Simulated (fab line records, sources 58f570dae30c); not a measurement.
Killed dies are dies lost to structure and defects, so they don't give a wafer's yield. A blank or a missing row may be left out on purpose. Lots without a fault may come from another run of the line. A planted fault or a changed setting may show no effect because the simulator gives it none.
One fault seen from 2 desks | flow berkeley_cmos170 | each desk has only its own numbers; what lay behind them comes last

THE TOOL OWNER'S DESK: litho_track-01
The tool's own readings at UCB170_V2_SOFTBAKE_08 (time 60 s): means of the sampled wafers that have a number, for each lot that ran on this tool. A lot is out of limits, marked OUT, if its mean lies more than 4 standard deviations from the usual mean; the brackets give that distance.
Columns: A = exhaust_pa at UCB170_V2_SOFTBAKE_08, usual 45.2 Pa; B = heater_power_total_W at UCB170_V2_SOFTBAKE_08, usual 56.81 W; C = plate_temp_C at UCB170_V2_SOFTBAKE_08, usual 129.98 C
lot  | first seen here | A    | B               | C
L314 | day 9 10:24     | 43.6 | 56.82           | 130.05
L318 | day 10 08:19    | 45.3 | 56.79           | 129.96
L321 | day 10 22:52    | 44.4 | 60.44 (+71) OUT | 136.19 (+44) OUT
L325 | day 11 05:17    | 46.3 | 60.41 (+71) OUT | 136.22 (+45) OUT
This desk's finding: out of limits on L321, L325; first on L321, day 10 22:52 (heater_power_total_W at UCB170_V2_SOFTBAKE_08). In limits: L314, L318.

THE METROLOGY DESK
What the gauges read, lot by lot, whatever tool the lot ran on: means of the sampled wafers that have a number. A lot is out of limits, marked OUT, if its mean lies more than 4 standard deviations from the usual mean; the brackets give that distance.
Columns: A = GATE_POLY_THK at UCB170_GATE_THK_MEAS_05, usual 213.9 nm; B = cd_nm at UCB170_V2_CD_MEAS_12, usual 700.2 nm
lot  | first seen here | A     | B
L311 | day 6 23:32     | 211.5 | 701.2
L310 | day 6 23:33     | 212.9 | 699.9
L312 | day 7 10:10     | 214.5 | 699.5
L313 | day 7 16:40     | 214.0 | 700.6
L314 | day 7 16:44     | 215.9 | 701.3
L315 | day 7 22:50     | 212.1 | 700.9
L318 | day 8 08:27     | 215.0 | 700.4
L317 | day 8 08:28     | 211.8 | 699.2
L321 | day 9 04:59     | 214.6 | 719.1 (+17) OUT
L325 | day 9 12:11     | 214.9 | 717.4 (+16) OUT
L327 | day 10 16:15    | 215.5 | 700.5
L329 | day 10 16:19    | 213.0 | 701.0
L326 | day 10 16:20    | 215.0 | 700.3
L331 | day 11 00:34    | 211.9 | 699.7
This desk's finding: out of limits on L321, L325; first on L321, day 10 23:44 (cd_nm at UCB170_V2_CD_MEAS_12). In limits: L311, L310, L312, L313, L314, L315, L318, L317, L327, L329, L326, L331.

PUT TOGETHER
The tool owner's desk could have raised an alarm at day 10 22:52, on L321, L325.
The metrology desk could have raised an alarm at day 10 23:44, on L321, L325.
Of the lots named, all ran UCB170_V2_SOFTBAKE_08 on litho_track-01.

WHAT THE SIMULATOR HAD PUT IN
Process parameter drift: litho_track-01, from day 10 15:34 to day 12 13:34, at UCB170_V2_SOFTBAKE_08. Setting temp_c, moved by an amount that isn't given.
Lots struck among those shown: L321, L325.
Hours from the fault's start to each desk's first reading out of limits: the tool owner's desk, 7; the metrology desk, 8.
